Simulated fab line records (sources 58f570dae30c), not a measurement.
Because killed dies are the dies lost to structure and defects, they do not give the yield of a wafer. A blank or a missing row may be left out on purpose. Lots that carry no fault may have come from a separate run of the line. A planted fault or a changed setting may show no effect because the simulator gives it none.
Split-lot experiment + flow berkeleyCmos170 + route with 331 steps; 5 lots, 23 wafers read

== ON THE SPLIT ==
At UCB170_M3_PEB_13, the setting pebTempC was moved away from the recipe's 130 C on 7 of the 23 wafers read, by -2.8% to +0.9%. All remaining wafers had this setting at the recipe value.

== FROM THE SPLIT TO THE READING: what the file shows between them, 5 steps ==
- UCB170_M3_DEVELOP_14: develop time 45 s
- UCB170_M3_CD_MEAS_15: target cd 700 nm
- UCB170_M3_ETCH_17: etches BARC in N2/H2
- UCB170_M3_METAL_ETCH_18: etches Al in Cl2/BCl3, stops on SiO2, target depth 1170 nm, time 195 s (also split here: timeS)
- UCB170_M3_STRIP_19: strips in O2

== THE READING ==
cdNm, in nm, at UCB170_M3_CD_MEAS_90 (target cd 700 nm). Fault-free wafers of this fab line usually give 698.9 nm, standard deviation 2.6 nm.

| wafer  | tool, chamber at the split | pebTempC as run, C | against the recipe | cdNm, nm | against lot-mates on the recipe |
|--------|----------------------------|--------------------|--------------------|----------|---------------------------------|
| L075.1 | lithoTrack-04, 0           | 130                | recipe             | 695.3    | -                               |
| L075.2 | lithoTrack-04, 0           | 130                | recipe             | 696.7    | -                               |
| L075.4 | lithoTrack-04, 0           | 130                | recipe             | 695.0    | -                               |
| L075.5 | lithoTrack-04, 0           | 130                | recipe             | 692.7    | -                               |
| L075.6 | lithoTrack-04, 0           | 130                | recipe             | 699.4    | -                               |
| L074.2 | lithoTrack-04, 0           | 126.4              | -2.8%              | 727.6    | +27.8                           |
| L074.3 | lithoTrack-04, 0           | 130                | recipe             | 705.1    | -                               |
| L074.4 | lithoTrack-04, 0           | 130                | recipe             | 694.9    | -                               |
| L074.5 | lithoTrack-04, 0           | 130                | recipe             | 699.5    | -                               |
| L074.6 | lithoTrack-04, 0           | 126.4              | -2.8%              | 735.0    | +35.2                           |
| L077.1 | lithoTrack-02, 0           | 130                | recipe             | 699.3    | -                               |
| L077.3 | lithoTrack-02, 0           | 127.4              | -2.0%              | 718.3    | +19.7                           |
| L077.4 | lithoTrack-02, 0           | 130                | recipe             | 697.9    | -                               |
| L077.5 | lithoTrack-02, 0           | 127.4              | -2.0%              | 719.3    | +20.7                           |
| L077.6 | lithoTrack-02, 0           | 127.4              | -2.0%              | 716.6    | +18.0                           |
| L076.1 | lithoTrack-04, 0           | 130                | recipe             | 695.6    | -                               |
| L076.2 | lithoTrack-04, 0           | 130                | recipe             | 701.6    | -                               |
| L076.3 | lithoTrack-04, 0           | 131.2              | +0.9%              | 691.1    | -7.3                            |
| L076.4 | lithoTrack-04, 0           | 131.2              | +0.9%              | 689.7    | -8.7                            |
| L076.5 | lithoTrack-04, 0           | 130                | recipe             | 698.1    | -                               |
| L080.1 | lithoTrack-04, 0           | 130                | recipe             | 700.7    | -                               |
| L080.2 | lithoTrack-04, 0           | 130                | recipe             | 699.0    | -                               |
| L080.6 | lithoTrack-04, 0           | 130                | recipe             | 700.4    | -                               |

FIT RESULTS
A straight line over all 23 wafers: cdNm changes by -10.8 nm for each +1% of pebTempC; r = -0.97; the points scatter about the line by 3.2 nm.
The same after taking each lot's own level away (the mean of its wafers on the recipe; 23 wafers): -10.5 nm for each +1%; r = -0.97; scatter 2.7 nm.
The reading moves by 29 nm for the largest change in pebTempC, on that fit.
Measured against the standard deviation above, the lots' own levels, which go from 695.82 to 700.03 nm, span 1.6 times it.
The two slopes agree, so the slope changes little with the lot-to-lot level.
Check: with one of the wafers moved furthest among these (-2.8%) left out of the fit, the line predicts +29.7 nm for it against its lot-mates. It came out at +27.8 nm against them.

== THESE WAFERS: OTHER SPLITS ==
Note: prior to the reading, these wafers also went through further splits. Each is held against what the fit with the lots' levels taken away leaves over:
| other split on the same wafers | wafers away from the commonest value | r with cdNm (lot level and that fit taken away) |
|--------------------------------|--------------------------------------|-------------------------------------------------|
| UCB170_M3_METAL_ETCH_18 timeS  | 5                                    | -0.48                                           |

== THE WHOLE CHAIN: every reading that the file lists as answering this split, in the file's order ==
| step                    | what it does                                                           | reading                                                  | change (the file's fit)              | r (the file's) |
|-------------------------|------------------------------------------------------------------------|----------------------------------------------------------|--------------------------------------|----------------|
| UCB170_M3_CD_MEAS_15    | target cd 700 nm                                                       | cdNm                                                     | -9.67 nm for each +1% of the setting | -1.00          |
| UCB170_M3_ETCH_17       | etches BARC in N2/H2                                                   | M3.cdNm (the simulator's own value, which no gauge read) | -9.79 nm for each +1% of the setting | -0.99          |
| UCB170_M3_METAL_ETCH_18 | etches Al in Cl2/BCl3, stops on SiO2, target depth 1170 nm, time 195 s | M3.cdNm (the simulator's own value, which no gauge read) | -10.7 nm for each +1% of the setting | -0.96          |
| UCB170_M3_CD_MEAS_90    | target cd 700 nm                                                       | cdNm                                                     | -10.7 nm for each +1% of the setting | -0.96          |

== FILE'S OWN FIT ==
cdNm changes by -10.7 nm for each +1% of pebTempC, r = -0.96.
